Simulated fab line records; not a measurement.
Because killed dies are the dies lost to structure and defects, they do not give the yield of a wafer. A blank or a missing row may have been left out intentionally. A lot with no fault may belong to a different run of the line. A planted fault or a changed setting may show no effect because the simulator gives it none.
The tool behind it: which one? | flow rit cmos | 13 lots, 39 wafers sampled, at 5 steps of a route of 202

## WHAT THE GAUGES READ, wafer by wafer
RIT_NWELL_OVL_MEAS_06.
lot  | measured    | on         | NWELL_OVL (nm)
L327 | day 1 22:13 | overlay-01 | 1.5 1.2 -0.5
L328 | day 2 01:34 | overlay-01 | 1.5 1.5 1.5
L331 | day 2 17:49 | overlay-02 | 2.0 0.7 0.3
L332 | day 2 22:08 | overlay-01 | 1.5 1.1 1.5
L333 | day 3 02:32 | overlay-01 | 2.6 3.8 1.4
L334 | day 3 08:02 | overlay-02 | 0.3 0.6 1.0
L336 | day 3 18:19 | overlay-01 | -0.2 -1.6 -2.2
L337 | day 3 22:23 | overlay-02 | -0.3 -1.4 -0.2
L340 | day 4 13:27 | overlay-02 | 0.2 0.1 1.2
L341 | day 4 19:49 | overlay-01 | 0.8 0.8 1.3
L343 | day 5 04:16 | overlay-01 | -1.1 0.2 0.2
L349 | day 6 10:54 | overlay-01 | -0.7 0.8 1.0
L350 | day 6 15:25 | overlay-02 | -1.0 -0.8 0.3

RIT_NRETRO_TW_MEAS_10.
lot  | measured    | on            | NRETRO_TW
L327 | day 2 07:23 | film metro-04 | 1058 1059 1059
L328 | day 2 10:55 | film metro-03 | 1053 1052 1050
L331 | day 3 02:59 | film metro-04 | 1054 1049 1050
L332 | day 3 07:25 | film metro-03 | 1051 1053 1055
L333 | day 3 11:37 | film metro-03 | 1056 1066 1062
L334 | day 3 17:31 | film metro-04 | 1053 1051 1050
L336 | day 4 03:38 | film metro-04 | 1046 1050 1045
L337 | day 4 08:18 | film metro-03 | 1051 1050 1051
L340 | day 4 23:19 | film metro-02 | 1054 1048 1057
L341 | day 5 04:59 | film metro-02 | 1048 1052 1044
L343 | day 5 13:40 | film metro-04 | 1058 1060 1054
L349 | day 6 20:23 | film metro-02 | 1052 1049 1051
L350 | day 7 01:20 | film metro-02 | 1057 1052 1052

RIT_GATE_THK_MEAS_09.
lot  | measured    | on            | GATE_POLY_THK (nm)
L327 | day 2 12:31 | film metro-02 | 254.3 251.6 251.2
L328 | day 2 18:12 | film metro-01 | 249.6 248.1 250.6
L331 | day 3 08:38 | film metro-02 | 250.6 249.1 247.6
L332 | day 3 12:52 | film metro-01 | 250.6 251.4 250.6
L333 | day 3 17:34 | film metro-03 | 248.9 250.2 250.3
L334 | day 3 23:40 | film metro-03 | 251.3 250.0 250.5
L336 | day 4 09:34 | film metro-02 | 247.7 247.3 249.6
L337 | day 4 13:35 | film metro-01 | 247.5 249.2 248.3
L340 | day 5 05:23 | film metro-02 | 246.9 248.7 246.9
L341 | day 5 10:13 | film metro-03 | 270.4 268.3 269.4
L343 | day 5 19:05 | film metro-02 | 249.4 249.7 249.5
L349 | day 7 01:34 | film metro-03 | 247.8 248.0 251.3
L350 | day 7 07:49 | film metro-01 | 246.0 245.1 247.8

RIT_GATE_OVL_MEAS_17.
lot  | measured    | on         | GATE_OVL (nm)
L327 | day 2 13:32 | overlay-02 | -1.6 -1.3 -3.1
L328 | day 2 19:20 | overlay-02 | 0.7 0.3 0.5
L331 | day 3 09:47 | overlay-02 | -0.8 -1.8 0.0
L332 | day 3 13:54 | overlay-01 | -2.5 -0.9 -1.5
L333 | day 3 18:43 | overlay-01 | -1.0 -1.8 -1.3
L334 | day 4 00:49 | overlay-02 | -1.5 -0.6 -0.4
L336 | day 4 10:44 | overlay-02 | 0.5 -0.4 0.3
L337 | day 4 14:45 | overlay-02 | 0.8 1.9 1.3
L340 | day 5 06:44 | overlay-01 | -1.7 -1.6 -2.4
L341 | day 5 11:15 | overlay-02 | -1.1 -2.2 -1.0
L343 | day 5 20:22 | overlay-01 | -0.2 -0.2 -0.4
L349 | day 7 02:40 | overlay-01 | 0.6 -1.4 -1.0
L350 | day 7 08:58 | overlay-02 | -2.4 -3.5 -2.6

## WHICH TOOL RAN EACH LOT (tool, then ch and the chambers of the sampled wafers, then the start)
lot  | RIT_GATE_CVD_08
L327 | lpcvd-02 ch 1, day 2 10:53
L328 | lpcvd-01 ch 0, day 2 15:45
L331 | lpcvd-02 ch 0, day 3 07:01
L332 | lpcvd-02 ch 0, day 3 11:15
L333 | lpcvd-01 ch 0, day 3 15:57
L334 | lpcvd-02 ch 1, day 3 21:13
L336 | lpcvd-01 ch 1, day 4 07:58
L337 | lpcvd-02 ch 0, day 4 11:59
L340 | lpcvd-02 ch 1, day 5 03:45
L341 | lpcvd-02 ch 0, day 5 08:36
L343 | lpcvd-01 ch 1, day 5 17:26
L349 | lpcvd-01 ch 1, day 6 23:56
L350 | lpcvd-01 ch 1, day 7 06:11
- RIT_GATE_CVD_08: deposits poly-Si from SiH4, target thk 250 nm, time 2220 s.

## AS READ BY THE TOOLS THEMSELVES (means over the sampled wafers that have a number; for cases with no such wafer, the mark the record gives instead)
RIT_GATE_CVD_08.
lot  | tool     | pressure mtorr (mTorr) | spike tc centre C (C) | zone power source pct (%)
L327 | lpcvd-02 | 300.0                  | 611.9                 | 10.7
L328 | lpcvd-01 | 300.0                  | 612.9                 | 12.0
L331 | lpcvd-02 | 299.5                  | 613.0                 | 12.9
L332 | lpcvd-02 | 300.5                  | 613.4                 | 12.8
L333 | lpcvd-01 | 300.6                  | 612.0                 | 12.1
L334 | lpcvd-02 | 299.9                  | 611.8                 | 10.8
L336 | lpcvd-01 | 300.8                  | 612.1                 | 11.4
L337 | lpcvd-02 | 300.4                  | 614.4                 | 12.9
L340 | lpcvd-02 | 299.7                  | 612.3                 | 10.9
L341 | lpcvd-02 | 358.8                  | 614.8                 | 12.9
L343 | lpcvd-01 | 300.1                  | 612.1                 | 11.4
L349 | lpcvd-01 | 299.5                  | 612.6                 | 11.3
L350 | lpcvd-01 | 300.1                  | 612.1                 | 11.5

## THE ANSWER, worked out from the rows above alone
Rule: the usual values come from the lots themselves. Put in order of their means at a reading, lots are off if they are a third of the lots or fewer, leave a main group of 4 or more, and stand apart from it by a gap of 3 or more times the standard deviation of the main group's means; of several such gaps the widest counts. A main group whose means are all the same, to the digits that the tables above print for the reading, isn't used. A lot without any number at a reading at which 4 lots or more have one is off too. The other lots that the step has rows for count as sound. After the gauges, taken in route order, come the tools' own readings; for these a lot's mean is taken, as printed above. The first step at which some lot is off is used, and at that step the reading that is off furthest; a lot without a number counts as furthest.
Off: L341, at RIT_GATE_THK_MEAS_09 (GATE_POLY_THK). Mean 249.3 nm and standard deviation 1.5 in the main group.
A tool fits if, at a process step before that reading, it ran every lot that is off, and no sound lot after the first of them. The gauges at RIT_GATE_THK_MEAS_09 aren't tried: what is off there is off at RIT_GATE_CVD_08 too, on other tools, and a gauge's error can't cause that. One candidate fits, namely lpcvd-02 at RIT_GATE_CVD_08. A fault onset in the window from L340 (day 5 03:45, its last sound lot) to L341 (day 5 08:36, its first lot off) fits.
On the lots that are off, the tool's own readings at RIT_GATE_CVD_08 differ by more than 5 times the standard deviation of the sound lots' means, which bears it out; pressure mtorr reads 358.8 mTorr there versus 300.1 mTorr on the sound lots.

## WHAT THE SIMULATOR HAD INSERTED
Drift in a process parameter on lpcvd-02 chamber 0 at RIT_GATE_CVD_08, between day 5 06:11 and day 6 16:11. Setting pressure mtorr, moved by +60, from 300. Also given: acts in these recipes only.
Shown lots that were struck: L341. Same finding as the rule above.
